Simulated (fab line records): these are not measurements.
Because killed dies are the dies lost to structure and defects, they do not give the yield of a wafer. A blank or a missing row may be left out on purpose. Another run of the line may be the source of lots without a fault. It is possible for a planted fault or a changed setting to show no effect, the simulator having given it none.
Lot-split experiment -- flow berkeley-cmos170 -- route with 331 steps; 5 lots, 23 wafers read

## THE SPLIT
At UCB170_NWELL_OXIDATION_01 (target thk 26.4 nm, ox time 1260 s), the setting temp-c was moved away from the recipe's 1000 C on 15 of the 23 wafers read, by -2.6% to -1.4%. All remaining wafers had this setting at the recipe value.

No step appears in the file between the split and the reading.

## THE READING
Values of NWELL_OXIDE_THK in nm from UCB170_NWELL_THK_MEAS_02. Fault-free wafers of this fab line usually give 26.3 nm, standard deviation 0.58 nm.

wafer,"tool, chamber at the split","temp-c as run, C",against the recipe,"NWELL_OXIDE_THK, nm",against lot-mates on the recipe
L074.1,"-, -",980.7,-1.9%,20.8,no lot-mate on the recipe
L074.2,"-, -",980.7,-1.9%,20.6,no lot-mate on the recipe
L074.3,"-, -",980.7,-1.9%,21.0,no lot-mate on the recipe
L074.4,"-, -",980.7,-1.9%,21.1,no lot-mate on the recipe
L074.6,"-, -",980.7,-1.9%,21.0,no lot-mate on the recipe
L078.1,"-, -",985.8,-1.4%,22.6,no lot-mate on the recipe
L078.2,"-, -",985.8,-1.4%,22.7,no lot-mate on the recipe
L078.3,"-, -",985.8,-1.4%,22.5,no lot-mate on the recipe
L078.4,"-, -",985.8,-1.4%,22.6,no lot-mate on the recipe
L078.5,"-, -",985.8,-1.4%,22.6,no lot-mate on the recipe
L081.3,"furnace-02, 0",1000,recipe,26.7,-
L081.5,"furnace-02, 0",1000,recipe,26.8,-
L081.6,"furnace-02, 0",1000,recipe,26.8,-
L083.1,"-, -",974.3,-2.6%,19.5,no lot-mate on the recipe
L083.3,"-, -",974.3,-2.6%,19.4,no lot-mate on the recipe
L083.4,"-, -",974.3,-2.6%,19.5,no lot-mate on the recipe
L083.5,"-, -",974.3,-2.6%,19.3,no lot-mate on the recipe
L083.6,"-, -",974.3,-2.6%,19.5,no lot-mate on the recipe
L084.2,"-, -",1000,recipe,26.5,-
L084.3,"-, -",1000,recipe,26.5,-
L084.4,"-, -",1000,recipe,26.2,-
L084.5,"-, -",1000,recipe,26.1,-
L084.6,"-, -",1000,recipe,26.7,-

FIT RESULTS
A straight line over all 23 wafers: NWELL_OXIDE_THK changes by +2.8 nm for each +1% of temp-c; r = +1.00; the points scatter about the line by 0.22 nm.
Too few moved wafers with a lot-mate on the recipe to fit a line net of each lot's own level.

## THE WHOLE CHAIN: every reading that the file lists as answering this split, in the file's order
step,what it does,reading,change (the file's fit),r (the file's)
UCB170_NWELL_OXIDATION_01,"target thk 26.4 nm, ox time 1260 s","SiO2_of_NWELL_OXIDATION_01.thk-nm (the simulator's own value, which no gauge read)",+2.82 nm for each +1% of the setting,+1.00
UCB170_NWELL_THK_MEAS_02,,NWELL_OXIDE_THK,+2.8 for each +1% of the setting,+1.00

## FILE'S OWN FIT
NWELL_OXIDE_THK changes by +2.8 nm for each +1% of temp-c, r = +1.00.
